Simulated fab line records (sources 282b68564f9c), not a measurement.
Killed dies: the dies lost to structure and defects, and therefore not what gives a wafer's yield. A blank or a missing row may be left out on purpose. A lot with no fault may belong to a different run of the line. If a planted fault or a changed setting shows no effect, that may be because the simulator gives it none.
Which of the tools did it? + flow rit-cmos + 42 wafers from 14 lots sampled at 5 of the route's 202 steps

## WHAT THE GAUGES READ, wafer by wafer
RIT_GATE_OVL_MEAS_17. Usual: GATE_OVL gives 1.0 nm (standard deviation 1.3).
| lot  | measured    | on         | GATE_OVL (nm)  | flag |
|------|-------------|------------|----------------|------|
| L386 | day 2 12:15 | overlay-02 | 1.8 2.0 1.7    |      |
| L387 | day 2 17:19 | overlay-01 | 0.8 0.8 0.6    |      |
| L388 | day 2 23:31 | overlay-02 | 3.2 2.2 2.5    |      |
| L391 | day 3 14:13 | overlay-02 | 2.0 1.2 0.6    |      |
| L393 | day 3 23:49 | overlay-01 | 1.1 2.8 1.8    |      |
| L394 | day 4 05:46 | overlay-01 | 1.3 0.9 1.3    |      |
| L395 | day 4 10:13 | overlay-02 | 0.8 0.3 1.6    |      |
| L396 | day 4 14:27 | overlay-01 | 0.6 -0.5 -0.4  |      |
| L397 | day 4 19:19 | overlay-01 | 2.1 2.8 2.5    |      |
| L398 | day 5 01:16 | overlay-02 | 0.7 0.7 1.0    |      |
| L400 | day 5 11:54 | overlay-01 | -0.6 -1.4 0.6  |      |
| L406 | day 6 22:38 | overlay-02 | -2.0 -2.7 -1.1 |      |
| L407 | day 7 01:41 | overlay-02 | 0.5 0.0 0.9    |      |
| L408 | day 7 04:07 | overlay-01 | 0.6 -0.4 0.7   |      |

RIT_CONTACT_CD_MEAS_08: the cd target is 1000 nm. Usual: 999.4 nm for cd-nm, sd 2.1.
| lot  | measured    | on        | cd-nm (nm)           | flag |
|------|-------------|-----------|----------------------|------|
| L386 | day 3 02:53 | cd-sem-01 | 999.8 1001.2 1000.6  |      |
| L387 | day 3 07:58 | cd-sem-01 | 998.5 998.6 1002.0   |      |
| L388 | day 3 14:23 | cd-sem-02 | 1000.7 1001.3 1002.1 |      |
| L391 | day 4 05:43 | cd-sem-02 | 995.4 997.8 997.7    |      |
| L393 | day 4 15:17 | cd-sem-02 | 1002.8 1002.2 1003.7 |      |
| L394 | day 4 20:28 | cd-sem-02 | 1003.7 999.2 1002.8  |      |
| L395 | day 5 01:08 | cd-sem-01 | 997.5 997.1 996.7    |      |
| L396 | day 5 05:37 | cd-sem-02 | 1002.5 1003.2 1002.3 |      |
| L397 | day 5 10:22 | cd-sem-01 | 998.3 998.9 997.7    |      |
| L398 | day 5 16:25 | cd-sem-01 | 1008.0 1009.7 1007.5 | OFF  |
| L400 | day 6 02:55 | cd-sem-01 | 1010.0 1007.0 1011.1 | OFF  |
| L406 | day 7 13:52 | cd-sem-01 | 998.1 997.5 1001.5   |      |
| L407 | day 7 16:15 | cd-sem-01 | 998.8 1000.5 999.3   |      |
| L408 | day 7 18:58 | cd-sem-02 | 996.7 999.3 997.9    |      |

## WHAT TOOL EACH LOT RAN ON (gives the tool, then ch and the chambers of the sampled wafers, and finally the start)
| lot  | RIT_ACTIVE_STRIP_14                 | RIT_SILICIDE_SPUTTER_01     | RIT_CONTACT_COAT_03              |
|------|-------------------------------------|-----------------------------|----------------------------------|
| L386 | plasma-asher-01 ch 1, day 1 14:52   | pvd-sputter-02, day 3 01:17 | litho-track-04 ch 0, day 3 02:04 |
| L387 | plasma-asher-02 ch 0,1, day 1 19:54 | pvd-sputter-03, day 3 06:20 | litho-track-01 ch 0, day 3 07:10 |
| L388 | plasma-asher-01 ch 0,1, day 2 01:43 | pvd-sputter-02, day 3 12:48 | litho-track-01 ch 0, day 3 13:34 |
| L391 | plasma-asher-04 ch 0,1, day 2 15:54 | pvd-sputter-02, day 4 04:06 | litho-track-01 ch 0, day 4 04:55 |
| L393 | plasma-asher-04 ch 0,1, day 3 02:05 | pvd-sputter-03, day 4 13:40 | litho-track-04 ch 0, day 4 14:29 |
| L394 | plasma-asher-01 ch 0,1, day 3 06:58 | pvd-sputter-02, day 4 18:49 | litho-track-01 ch 0, day 4 19:40 |
| L395 | plasma-asher-02 ch 0,1, day 3 12:04 | pvd-sputter-02, day 4 23:25 | litho-track-04 ch 0, day 5 00:11 |
| L396 | plasma-asher-01 ch 0,1, day 3 17:43 | pvd-sputter-03, day 5 03:58 | litho-track-03 ch 0, day 5 04:46 |
| L397 | plasma-asher-02 ch 0,1, day 3 21:50 | pvd-sputter-02, day 5 08:45 | litho-track-03 ch 0, day 5 09:31 |
| L398 | plasma-asher-04 ch 1, day 4 03:33   | pvd-sputter-03, day 5 14:41 | litho-track-03 ch 0, day 5 15:29 |
| L400 | plasma-asher-02 ch 0,1, day 4 12:58 | pvd-sputter-03, day 6 01:13 | litho-track-03 ch 0, day 6 01:59 |
| L406 | plasma-asher-04 ch 0,1, day 5 20:48 | pvd-sputter-01, day 7 12:07 | litho-track-01 ch 0, day 7 12:56 |
| L407 | plasma-asher-02 ch 0,1, day 5 23:59 | pvd-sputter-02, day 7 14:29 | litho-track-01 ch 0, day 7 15:17 |
| L408 | plasma-asher-02 ch 0,1, day 6 04:58 | pvd-sputter-03, day 7 17:16 | litho-track-04 ch 0, day 7 18:02 |
- RIT_ACTIVE_STRIP_14: strips in O2, time 180 s.
- RIT_SILICIDE_SPUTTER_01: material Ti, target thk 30 nm, time 240 s.
- RIT_CONTACT_COAT_03: resist thk 1000 nm.

## AS READ BY THE TOOLS THEMSELVES (means over the sampled wafers that have a number; for cases with no such wafer, the mark the record gives instead)
RIT_ACTIVE_STRIP_14. Usual: 5.32 A for drypump-motor-current-A, sd 0.24.
| lot  | tool            | drypump-motor-current-A (A) | flag |
|------|-----------------|-----------------------------|------|
| L386 | plasma-asher-01 | 5.24                        |      |
| L387 | plasma-asher-02 | 5.20                        |      |
| L388 | plasma-asher-01 | 5.34                        |      |
| L391 | plasma-asher-04 | 5.38                        |      |
| L393 | plasma-asher-04 | 5.32                        |      |
| L394 | plasma-asher-01 | 5.32                        |      |
| L395 | plasma-asher-02 | 5.21                        |      |
| L396 | plasma-asher-01 | 5.33                        |      |
| L397 | plasma-asher-02 | 5.20                        |      |
| L398 | plasma-asher-04 | 5.28                        |      |
| L400 | plasma-asher-02 | 5.43                        |      |
| L406 | plasma-asher-04 | 5.36                        |      |
| L407 | plasma-asher-02 | 5.21                        |      |
| L408 | plasma-asher-02 | 5.44                        |      |

RIT_SILICIDE_SPUTTER_01. Usual: 29.6 % for throttle-valve-pct, sd 0.82.
| lot  | tool           | throttle-valve-pct (%) | flag |
|------|----------------|------------------------|------|
| L386 | pvd-sputter-02 | 29.2                   |      |
| L387 | pvd-sputter-03 | 30.7                   |      |
| L388 | pvd-sputter-02 | 29.3                   |      |
| L391 | pvd-sputter-02 | 29.3                   |      |
| L393 | pvd-sputter-03 | 30.1                   |      |
| L394 | pvd-sputter-02 | 29.1                   |      |
| L395 | pvd-sputter-02 | 29.1                   |      |
| L396 | pvd-sputter-03 | 30.8                   |      |
| L397 | pvd-sputter-02 | 29.3                   |      |
| L398 | pvd-sputter-03 | 29.5                   |      |
| L400 | pvd-sputter-03 | 29.4                   |      |
| L406 | pvd-sputter-01 | 29.9                   |      |
| L407 | pvd-sputter-02 | 29.0                   |      |
| L408 | pvd-sputter-03 | 30.0                   |      |

## THE ANSWER, worked out from the rows above alone
Rule: a lot is off if the mean of its wafers that have a number lies more than 3 standard deviations from the usual mean. A lot without any number at a reading at which 4 lots or more have one is off too. The other lots that the step has rows for count as sound. Order of review: gauges by route order, followed by the tools' own readings, for which a lot's mean as printed above is used. The first step at which some lot is off is used, and at that step the reading that is off furthest; a lot without a number counts as furthest.
Off: L398, L400 (RIT_CONTACT_CD_MEAS_08, cd-nm).
A tool fits if, at a process step before that reading, it ran every lot that is off, and no sound lot after the first of them. Gauges at RIT_CONTACT_CD_MEAS_08: tried the same way as those tools. One candidate fits, namely litho-track-03 at RIT_CONTACT_COAT_03. A fault onset in the window from L397 (day 5 09:31, its last sound lot) to L398 (day 5 15:29, its first lot off) fits.

## WHAT THE SIMULATOR PUT IN
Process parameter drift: litho-track-03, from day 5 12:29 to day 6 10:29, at RIT_CONTACT_COAT_03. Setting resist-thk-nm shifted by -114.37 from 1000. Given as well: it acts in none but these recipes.
Lots struck among those shown: L398, L400. The rule given above showed the same thing.
